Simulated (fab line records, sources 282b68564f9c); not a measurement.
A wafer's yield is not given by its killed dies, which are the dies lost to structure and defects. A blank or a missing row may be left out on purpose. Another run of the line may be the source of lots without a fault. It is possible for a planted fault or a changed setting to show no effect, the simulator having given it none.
fab line records :: flow rit-cmos
[record]
  lots = 14
  wafers = 42
  last-day = 7
route steps=202 shown SILICIDE@162 M1@202
lots with no fault: from the same line, run without faults
start-h: hours from the record's first day to the start of the lot's first wafer shown :: wait-h: hours from the lot's prior step to this one :: " unchanged from the row above :: L1.1+2: several wafers, shown together as one row :: - no value, or no start given :: * or withheld: withheld :: < > ~ a bound
route shown NAME@n: a module of which the file shows steps, and the number in the route of the first :: usual: mean/standard deviation taken from wafers without a fault :: same: alike in all rows :: chamber/n: place in a boat :: sites: each site's reading :: _std_site: standard deviation of those values :: _edge_site: outer sites' mean less inner sites' :: radius-mm: how far each site lies from the wafer's centre :: mask NAME#n: copy n :: behind: the most recent tool/chamber to have shaped the wafer :: hold: reason for holding the lot/hours on hold/outcome of the hold :: device: which transistor (n, p or np) failed to switch :: end of line: the route-end tests of the same wafers :: a step with no rows: only its recipe :: killed: dies lost to structure and defects at the first sort, not the wafer's yield :: map: a wafer's dies, x killed, . not, _ none there
set.NAME: the setting as run; set.NAME@STEP: as run at that earlier step :: model.NAME: the simulator's own value behind a step, which no gauge read
steps of the route over a sample of lots; a table a step, a row a wafer
services: from which hour (start-h, from the record's first day; less than 0 if before it) a tool's chamber was out of use, for how many hours, and why
[[steps]]
[step RIT_SILICIDE_SPUTTER_01]
[recipe]
  material = Ti
  target-thk-nm = 30
  power-w = 350
  chamber-pressure-pa = 0.667
  gas = Ar
  time-s = 229.5
  substrate-temp-c = 25
[usual]
  throttle-valve-pct = 30.2/0.83
lot.wafer: L141.1
tool: pvd-sputter-04
chamber: -
start-h: 51.31
wait-h: 0.0
throttle-valve-pct: 29.8

lot.wafer: L141.2
tool: pvd-sputter-04
chamber: -
start-h: 51.31
wait-h: 0.0
throttle-valve-pct: 28.5

lot.wafer: L141.3
tool: pvd-sputter-04
chamber: -
start-h: 51.31
wait-h: 0.0
throttle-valve-pct: 29.9

lot.wafer: L142.2
tool: pvd-sputter-03
chamber: -
start-h: 54.30
wait-h: 0.0
throttle-valve-pct: 32.2

lot.wafer: L142.3
tool: pvd-sputter-03
chamber: -
start-h: 54.30
wait-h: 0.0
throttle-valve-pct: 30.3

lot.wafer: L142.4
tool: pvd-sputter-03
chamber: -
start-h: 54.30
wait-h: 0.0
throttle-valve-pct: 30.8

lot.wafer: L143.1
tool: pvd-sputter-01
chamber: -
start-h: 61.47
wait-h: 0.0
throttle-valve-pct: 29.6

lot.wafer: L143.2
tool: pvd-sputter-01
chamber: -
start-h: 61.47
wait-h: 0.0
throttle-valve-pct: 30.8

lot.wafer: L143.5
tool: pvd-sputter-01
chamber: -
start-h: 61.47
wait-h: 0.0
throttle-valve-pct: 29.6

lot.wafer: L144.1
tool: pvd-sputter-04
chamber: -
start-h: 65.60
wait-h: 0.0
throttle-valve-pct: 28.4

lot.wafer: L144.2
tool: pvd-sputter-04
chamber: -
start-h: 65.60
wait-h: 0.0
throttle-valve-pct: 29.6

lot.wafer: L144.6
tool: pvd-sputter-04
chamber: -
start-h: 65.60
wait-h: 0.0
throttle-valve-pct: 30.2

lot.wafer: L145.1
tool: pvd-sputter-01
chamber: -
start-h: 72.03
wait-h: 0.0
throttle-valve-pct: 30.9

lot.wafer: L145.4
tool: pvd-sputter-01
chamber: -
start-h: 72.03
wait-h: 0.0
throttle-valve-pct: 30.6

lot.wafer: L145.5
tool: pvd-sputter-01
chamber: -
start-h: 72.03
wait-h: 0.0
throttle-valve-pct: 31.0

lot.wafer: L146.1
tool: pvd-sputter-04
chamber: -
start-h: 75.49
wait-h: 0.0
throttle-valve-pct: 28.7

lot.wafer: L146.3
tool: pvd-sputter-04
chamber: -
start-h: 75.49
wait-h: 0.0
throttle-valve-pct: 29.7

lot.wafer: L146.4
tool: pvd-sputter-04
chamber: -
start-h: 75.49
wait-h: 0.0
throttle-valve-pct: 29.9

lot.wafer: L147.1
tool: pvd-sputter-01
chamber: -
start-h: 79.13
wait-h: 0.0
throttle-valve-pct: 29.6

lot.wafer: L147.2
tool: pvd-sputter-01
chamber: -
start-h: 79.13
wait-h: 0.0
throttle-valve-pct: 30.6

lot.wafer: L147.6
tool: pvd-sputter-01
chamber: -
start-h: 79.13
wait-h: 0.0
throttle-valve-pct: 30.0

lot.wafer: L148.1
tool: pvd-sputter-04
chamber: -
start-h: 85.50
wait-h: 0.0
throttle-valve-pct: 29.7

lot.wafer: L148.3
tool: pvd-sputter-04
chamber: -
start-h: 85.50
wait-h: 0.0
throttle-valve-pct: 29.6

lot.wafer: L148.4
tool: pvd-sputter-04
chamber: -
start-h: 85.50
wait-h: 0.0
throttle-valve-pct: 28.6

lot.wafer: L151.1
tool: pvd-sputter-01
chamber: -
start-h: 100.08
wait-h: 0.0
throttle-valve-pct: 29.5

lot.wafer: L151.3
tool: pvd-sputter-01
chamber: -
start-h: 100.08
wait-h: 0.0
throttle-valve-pct: 30.7

lot.wafer: L151.5
tool: pvd-sputter-01
chamber: -
start-h: 100.08
wait-h: 0.0
throttle-valve-pct: 29.6

lot.wafer: L153.1
tool: pvd-sputter-01
chamber: -
start-h: 109.75
wait-h: 0.0
throttle-valve-pct: 31.1

lot.wafer: L153.3
tool: pvd-sputter-01
chamber: -
start-h: 109.75
wait-h: 0.0
throttle-valve-pct: 30.8

lot.wafer: L153.4
tool: pvd-sputter-01
chamber: -
start-h: 109.75
wait-h: 0.0
throttle-valve-pct: 29.5

lot.wafer: L154.2
tool: pvd-sputter-04
chamber: -
start-h: 114.54
wait-h: 0.0
throttle-valve-pct: 29.9

lot.wafer: L154.4
tool: pvd-sputter-04
chamber: -
start-h: 114.54
wait-h: 0.0
throttle-valve-pct: 28.3

lot.wafer: L154.5
tool: pvd-sputter-04
chamber: -
start-h: 114.54
wait-h: 0.0
throttle-valve-pct: 29.8

lot.wafer: L157.2
tool: pvd-sputter-03
chamber: -
start-h: 129.66
wait-h: 0.0
throttle-valve-pct: 30.0

lot.wafer: L157.3
tool: pvd-sputter-03
chamber: -
start-h: 129.66
wait-h: 0.0
throttle-valve-pct: 31.0

lot.wafer: L157.4
tool: pvd-sputter-03
chamber: -
start-h: 129.66
wait-h: 0.0
throttle-valve-pct: 30.5

lot.wafer: L161.1
tool: pvd-sputter-03
chamber: -
start-h: 152.33
wait-h: 0.0
throttle-valve-pct: 32.4

lot.wafer: L161.4
tool: pvd-sputter-03
chamber: -
start-h: 152.33
wait-h: 0.0
throttle-valve-pct: 30.6

lot.wafer: L161.6
tool: pvd-sputter-03
chamber: -
start-h: 152.33
wait-h: 0.0
throttle-valve-pct: 30.6

lot.wafer: L163.1
tool: pvd-sputter-03
chamber: -
start-h: 161.97
wait-h: 0.0
throttle-valve-pct: 30.4

lot.wafer: L163.4
tool: pvd-sputter-03
chamber: -
start-h: 161.97
wait-h: 0.0
throttle-valve-pct: 32.3

lot.wafer: L163.5
tool: pvd-sputter-03
chamber: -
start-h: 161.97
wait-h: 0.0
throttle-valve-pct: 30.4
[step RIT_SILICIDE_RS_MEAS_02]
[recipe]
  thk-meas-gauge = four-point-probe
  reads = Ti_of_SILICIDE_SPUTTER_01
[usual]
  SILICIDE_TI_RS = 50.7/0.57
lot.wafer: L141.1
tool: film-metro-04
chamber: -
start-h: 51.46
wait-h: 0.1
SILICIDE_TI_RS[ohm/sq]: 50.2

lot.wafer: L141.2
tool: film-metro-04
chamber: -
start-h: 51.46
wait-h: 0.1
SILICIDE_TI_RS[ohm/sq]: 50.8

lot.wafer: L141.3
tool: film-metro-04
chamber: -
start-h: 51.46
wait-h: 0.1
SILICIDE_TI_RS[ohm/sq]: 50.0

lot.wafer: L142.2
tool: film-metro-04
chamber: -
start-h: 54.47
wait-h: 0.1
SILICIDE_TI_RS[ohm/sq]: 51.2

lot.wafer: L142.3
tool: film-metro-04
chamber: -
start-h: 54.47
wait-h: 0.1
SILICIDE_TI_RS[ohm/sq]: 51.5

lot.wafer: L142.4
tool: film-metro-04
chamber: -
start-h: 54.47
wait-h: 0.1
SILICIDE_TI_RS[ohm/sq]: 50.8

lot.wafer: L143.1
tool: film-metro-03
chamber: -
start-h: 61.62
wait-h: 0.1
SILICIDE_TI_RS[ohm/sq]: 50.3

lot.wafer: L143.2
tool: film-metro-03
chamber: -
start-h: 61.62
wait-h: 0.1
SILICIDE_TI_RS[ohm/sq]: 50.2

lot.wafer: L143.5
tool: film-metro-03
chamber: -
start-h: 61.62
wait-h: 0.1
SILICIDE_TI_RS[ohm/sq]: 50.9

lot.wafer: L144.1
tool: film-metro-01
chamber: -
start-h: 65.75
wait-h: 0.1
SILICIDE_TI_RS[ohm/sq]: 51.4

lot.wafer: L144.2
tool: film-metro-01
chamber: -
start-h: 65.75
wait-h: 0.1
SILICIDE_TI_RS[ohm/sq]: 50.8

lot.wafer: L144.6
tool: film-metro-01
chamber: -
start-h: 65.75
wait-h: 0.1
SILICIDE_TI_RS[ohm/sq]: 51.2

lot.wafer: L145.1
tool: film-metro-04
chamber: -
start-h: 72.18
wait-h: 0.1
SILICIDE_TI_RS[ohm/sq]: 50.7

lot.wafer: L145.4
tool: film-metro-04
chamber: -
start-h: 72.18
wait-h: 0.1
SILICIDE_TI_RS[ohm/sq]: 51.1

lot.wafer: L145.5
tool: film-metro-04
chamber: -
start-h: 72.18
wait-h: 0.1
SILICIDE_TI_RS[ohm/sq]: 50.8

lot.wafer: L146.1
tool: film-metro-01
chamber: -
start-h: 75.64
wait-h: 0.1
SILICIDE_TI_RS[ohm/sq]: 51.5

lot.wafer: L146.3
tool: film-metro-01
chamber: -
start-h: 75.64
wait-h: 0.1
SILICIDE_TI_RS[ohm/sq]: 51.5

lot.wafer: L146.4
tool: film-metro-01
chamber: -
start-h: 75.64
wait-h: 0.1
SILICIDE_TI_RS[ohm/sq]: 51.7

lot.wafer: L147.1
tool: film-metro-01
chamber: -
start-h: 79.28
wait-h: 0.1
SILICIDE_TI_RS[ohm/sq]: 50.0

lot.wafer: L147.2
tool: film-metro-01
chamber: -
start-h: 79.28
wait-h: 0.1
SILICIDE_TI_RS[ohm/sq]: 49.8

lot.wafer: L147.6
tool: film-metro-01
chamber: -
start-h: 79.28
wait-h: 0.1
SILICIDE_TI_RS[ohm/sq]: 50.0

lot.wafer: L148.1
tool: film-metro-01
chamber: -
start-h: 85.65
wait-h: 0.1
SILICIDE_TI_RS[ohm/sq]: 50.9

lot.wafer: L148.3
tool: film-metro-01
chamber: -
start-h: 85.65
wait-h: 0.1
SILICIDE_TI_RS[ohm/sq]: 50.6

lot.wafer: L148.4
tool: film-metro-01
chamber: -
start-h: 85.65
wait-h: 0.1
SILICIDE_TI_RS[ohm/sq]: 50.7

lot.wafer: L151.1
tool: film-metro-03
chamber: -
start-h: 100.38
wait-h: 0.2
SILICIDE_TI_RS[ohm/sq]: 32.3

lot.wafer: L151.3
tool: film-metro-03
chamber: -
start-h: 100.38
wait-h: 0.2
SILICIDE_TI_RS[ohm/sq]: 32.8

lot.wafer: L151.5
tool: film-metro-03
chamber: -
start-h: 100.38
wait-h: 0.2
SILICIDE_TI_RS[ohm/sq]: 32.6

lot.wafer: L153.1
tool: film-metro-04
chamber: -
start-h: 109.90
wait-h: 0.1
SILICIDE_TI_RS[ohm/sq]: 32.5

lot.wafer: L153.3
tool: film-metro-04
chamber: -
start-h: 109.90
wait-h: 0.1
SILICIDE_TI_RS[ohm/sq]: 32.7

lot.wafer: L153.4
tool: film-metro-04
chamber: -
start-h: 109.90
wait-h: 0.1
SILICIDE_TI_RS[ohm/sq]: 32.5

lot.wafer: L154.2
tool: film-metro-04
chamber: -
start-h: 114.71
wait-h: 0.1
SILICIDE_TI_RS[ohm/sq]: 50.3

lot.wafer: L154.4
tool: film-metro-04
chamber: -
start-h: 114.71
wait-h: 0.1
SILICIDE_TI_RS[ohm/sq]: 50.3

lot.wafer: L154.5
tool: film-metro-04
chamber: -
start-h: 114.71
wait-h: 0.1
SILICIDE_TI_RS[ohm/sq]: 51.2

lot.wafer: L157.2
tool: film-metro-01
chamber: -
start-h: 129.83
wait-h: 0.1
SILICIDE_TI_RS[ohm/sq]: 50.8

lot.wafer: L157.3
tool: film-metro-01
chamber: -
start-h: 129.83
wait-h: 0.1
SILICIDE_TI_RS[ohm/sq]: 51.3

lot.wafer: L157.4
tool: film-metro-01
chamber: -
start-h: 129.83
wait-h: 0.1
SILICIDE_TI_RS[ohm/sq]: 50.8

lot.wafer: L161.1
tool: film-metro-03
chamber: -
start-h: 152.48
wait-h: 0.1
SILICIDE_TI_RS[ohm/sq]: 51.1

lot.wafer: L161.4
tool: film-metro-03
chamber: -
start-h: 152.48
wait-h: 0.1
SILICIDE_TI_RS[ohm/sq]: 50.8

lot.wafer: L161.6
tool: film-metro-03
chamber: -
start-h: 152.48
wait-h: 0.1
SILICIDE_TI_RS[ohm/sq]: 50.9

lot.wafer: L163.1
tool: film-metro-01
chamber: -
start-h: 162.12
wait-h: 0.1
SILICIDE_TI_RS[ohm/sq]: 50.3

lot.wafer: L163.4
tool: film-metro-01
chamber: -
start-h: 162.12
wait-h: 0.1
SILICIDE_TI_RS[ohm/sq]: 49.9

lot.wafer: L163.5
tool: film-metro-01
chamber: -
start-h: 162.12
wait-h: 0.1
SILICIDE_TI_RS[ohm/sq]: 50.3
[step RIT_SILICIDE_THK_MEAS_03]
[recipe]
  thk-meas-gauge = xrf
  reads = Ti_of_SILICIDE_SPUTTER_01
[usual]
  SILICIDE_TI_THK = 28.26/0.26
lot.wafer: L141.1
tool: film-metro-04
chamber: -
start-h: 51.58
wait-h: 0.1
SILICIDE_TI_THK[nm]: 28.64

lot.wafer: L141.2
tool: film-metro-04
chamber: -
start-h: 51.58
wait-h: 0.1
SILICIDE_TI_THK[nm]: 28.29

lot.wafer: L141.3
tool: film-metro-04
chamber: -
start-h: 51.58
wait-h: 0.1
SILICIDE_TI_THK[nm]: 28.62

lot.wafer: L142.2
tool: film-metro-04
chamber: -
start-h: 54.58
wait-h: 0.1
SILICIDE_TI_THK[nm]: 27.98

lot.wafer: L142.3
tool: film-metro-04
chamber: -
start-h: 54.58
wait-h: 0.1
SILICIDE_TI_THK[nm]: 27.99

lot.wafer: L142.4
tool: film-metro-04
chamber: -
start-h: 54.58
wait-h: 0.1
SILICIDE_TI_THK[nm]: 28.18

lot.wafer: L143.1
tool: film-metro-03
chamber: -
start-h: 61.74
wait-h: 0.1
SILICIDE_TI_THK[nm]: 28.29

lot.wafer: L143.2
tool: film-metro-03
chamber: -
start-h: 61.74
wait-h: 0.1
SILICIDE_TI_THK[nm]: 28.50

lot.wafer: L143.5
tool: film-metro-03
chamber: -
start-h: 61.74
wait-h: 0.1
SILICIDE_TI_THK[nm]: 28.08

lot.wafer: L144.1
tool: film-metro-01
chamber: -
start-h: 65.87
wait-h: 0.1
SILICIDE_TI_THK[nm]: 28.08

lot.wafer: L144.2
tool: film-metro-01
chamber: -
start-h: 65.87
wait-h: 0.1
SILICIDE_TI_THK[nm]: 28.24

lot.wafer: L144.6
tool: film-metro-01
chamber: -
start-h: 65.87
wait-h: 0.1
SILICIDE_TI_THK[nm]: 28.16

lot.wafer: L145.1
tool: film-metro-04
chamber: -
start-h: 72.30
wait-h: 0.1
SILICIDE_TI_THK[nm]: 28.51

lot.wafer: L145.4
tool: film-metro-04
chamber: -
start-h: 72.30
wait-h: 0.1
SILICIDE_TI_THK[nm]: 28.19

lot.wafer: L145.5
tool: film-metro-04
chamber: -
start-h: 72.30
wait-h: 0.1
SILICIDE_TI_THK[nm]: 28.46

lot.wafer: L146.1
tool: film-metro-01
chamber: -
start-h: 75.76
wait-h: 0.1
SILICIDE_TI_THK[nm]: 28.05

lot.wafer: L146.3
tool: film-metro-01
chamber: -
start-h: 75.76
wait-h: 0.1
SILICIDE_TI_THK[nm]: 27.83

lot.wafer: L146.4
tool: film-metro-01
chamber: -
start-h: 75.76
wait-h: 0.1
SILICIDE_TI_THK[nm]: 27.72

lot.wafer: L147.1
tool: film-metro-01
chamber: -
start-h: 79.40
wait-h: 0.1
SILICIDE_TI_THK[nm]: 28.66

lot.wafer: L147.2
tool: film-metro-01
chamber: -
start-h: 79.40
wait-h: 0.1
SILICIDE_TI_THK[nm]: 28.62

lot.wafer: L147.6
tool: film-metro-01
chamber: -
start-h: 79.40
wait-h: 0.1
SILICIDE_TI_THK[nm]: 28.60

lot.wafer: L148.1
tool: film-metro-01
chamber: -
start-h: 85.77
wait-h: 0.1
SILICIDE_TI_THK[nm]: 28.03

lot.wafer: L148.3
tool: film-metro-01
chamber: -
start-h: 85.77
wait-h: 0.1
SILICIDE_TI_THK[nm]: 28.35

lot.wafer: L148.4
tool: film-metro-01
chamber: -
start-h: 85.77
wait-h: 0.1
SILICIDE_TI_THK[nm]: 28.28

lot.wafer: L151.1
tool: film-metro-03
chamber: -
start-h: 100.50
wait-h: 0.1
SILICIDE_TI_THK[nm]: 40.65

lot.wafer: L151.3
tool: film-metro-03
chamber: -
start-h: 100.50
wait-h: 0.1
SILICIDE_TI_THK[nm]: 40.37

lot.wafer: L151.5
tool: film-metro-03
chamber: -
start-h: 100.50
wait-h: 0.1
SILICIDE_TI_THK[nm]: 40.43

lot.wafer: L153.1
tool: film-metro-04
chamber: -
start-h: 110.02
wait-h: 0.1
SILICIDE_TI_THK[nm]: 40.42

lot.wafer: L153.3
tool: film-metro-04
chamber: -
start-h: 110.02
wait-h: 0.1
SILICIDE_TI_THK[nm]: 40.22

lot.wafer: L153.4
tool: film-metro-04
chamber: -
start-h: 110.02
wait-h: 0.1
SILICIDE_TI_THK[nm]: 40.45

lot.wafer: L154.2
tool: film-metro-04
chamber: -
start-h: 114.82
wait-h: 0.1
SILICIDE_TI_THK[nm]: 28.37

lot.wafer: L154.4
tool: film-metro-04
chamber: -
start-h: 114.82
wait-h: 0.1
SILICIDE_TI_THK[nm]: 28.34

lot.wafer: L154.5
tool: film-metro-04
chamber: -
start-h: 114.82
wait-h: 0.1
SILICIDE_TI_THK[nm]: 28.09

lot.wafer: L157.2
tool: film-metro-01
chamber: -
start-h: 129.94
wait-h: 0.1
SILICIDE_TI_THK[nm]: 28.29

lot.wafer: L157.3
tool: film-metro-01
chamber: -
start-h: 129.94
wait-h: 0.1
SILICIDE_TI_THK[nm]: 28.01

lot.wafer: L157.4
tool: film-metro-01
chamber: -
start-h: 129.94
wait-h: 0.1
SILICIDE_TI_THK[nm]: 28.21

lot.wafer: L161.1
tool: film-metro-03
chamber: -
start-h: 152.60
wait-h: 0.1
SILICIDE_TI_THK[nm]: 28.14

lot.wafer: L161.4
tool: film-metro-03
chamber: -
start-h: 152.60
wait-h: 0.1
SILICIDE_TI_THK[nm]: 28.50

lot.wafer: L161.6
tool: film-metro-03
chamber: -
start-h: 152.60
wait-h: 0.1
SILICIDE_TI_THK[nm]: 28.38

lot.wafer: L163.1
tool: film-metro-01
chamber: -
start-h: 162.24
wait-h: 0.1
SILICIDE_TI_THK[nm]: 28.58

lot.wafer: L163.4
tool: film-metro-01
chamber: -
start-h: 162.24
wait-h: 0.1
SILICIDE_TI_THK[nm]: 28.76

lot.wafer: L163.5
tool: film-metro-01
chamber: -
start-h: 162.24
wait-h: 0.1
SILICIDE_TI_THK[nm]: 28.56
[step RIT_M1_PROBE_99]
[usual]
  killed-at-contacts = 0.1/0.24
  killed-at-front-end = 7/3
  killed-dies = 7/3
  killed-open = 3.2/1.8
  killed-short = 3.5/2.1
[same]
  gross-dies = 264
  killed_at_M0_to_M3 = 0
  killed_at_M4_up = 0
  killed-at-back-side = 0
  killed-at-other = 0
lot.wafer: L161.1
tool: prober-02
chamber: -
start-h: 159.47
wait-h: 0.1
killed-at-contacts: 0
killed-at-front-end: 7
killed-dies: 7
killed-open: 4
killed-short: 3

lot.wafer: L161.4
tool: prober-02
chamber: -
start-h: 159.62
wait-h: 0.2
killed-at-contacts: 0
killed-at-front-end: 11
killed-dies: 11
killed-open: 4
killed-short: 7

lot.wafer: L161.6
tool: prober-02
chamber: -
start-h: 159.72
wait-h: 0.2
killed-at-contacts: 0
killed-at-front-end: 7
killed-dies: 7
killed-open: 2
killed-short: 5
// killed by level:class
L161.1 GATE:geometric-particle:short=3 GATE:geometric-particle:open=2 SILICIDE:geometric-particle:open=2
L161.4 FOX1:geometric-particle:short=2 SILICIDE:geometric-particle:short=2 FOX1:geometric-particle:open=1 FOX2:geometric-particle:short=1 GATE:geometric-particle:short=1 GATE:geometric-particle:open=1 REOX:geometric-particle:open=1 REOX:geometric-particle:short=1
L161.6 FOX1:geometric-particle:open=1 FOX2:geometric-particle:short=1 GATE:geometric-particle:short=1 REOX:geometric-particle:short=1 SPACER:geometric-particle:short=1 SILICIDE:geometric-particle:short=1 SILICIDE:geometric-particle:open=1
[[services]]
tool: pvd-sputter-04
chamber: -
start-h: 86.09
hours: 1.1
kind: repair

tool: pvd-sputter-01
chamber: -
start-h: 118.75
hours: 3.2
kind: repair

tool: pvd-sputter-04
chamber: -
start-h: 144.10
hours: 7.5
kind: repair
[[key]]
[first-sign]
  step = RIT_SILICIDE_RS_MEAS_02
  reading = SILICIDE_TI_RS
  direction = down
  sigmas = 32
  usual = 50.7
  struck = 32.6
[effect]
  step = RIT_SILICIDE_THK_MEAS_03
  reading = SILICIDE_TI_THK
  direction = up
  sigmas = 47
  usual = 28.26
  struck = 40.42
met-at RIT_SILICIDE_SPUTTER_01
struck-lots L151,L153
tester-left-out L151,L153
onset-between 79.13 100.08
[fault]
  kind = process-parameter-drift
  tool = pvd-sputter-01
  chamber = -
  onset-h = 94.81
  steps = RIT_SILICIDE_SPUTTER_01
  channel = target-thk-nm
  offset = 12.735
  shape = step
  end-h = 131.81
  stated = 30
// tester-left-out: of these lots the tester's yield and bins aren't shown, on N5 and GAA mostly nor the transistor test; their killed dies are dies lost to structure and defects alone, not to doping, threshold or leakage, so they don't give the yield
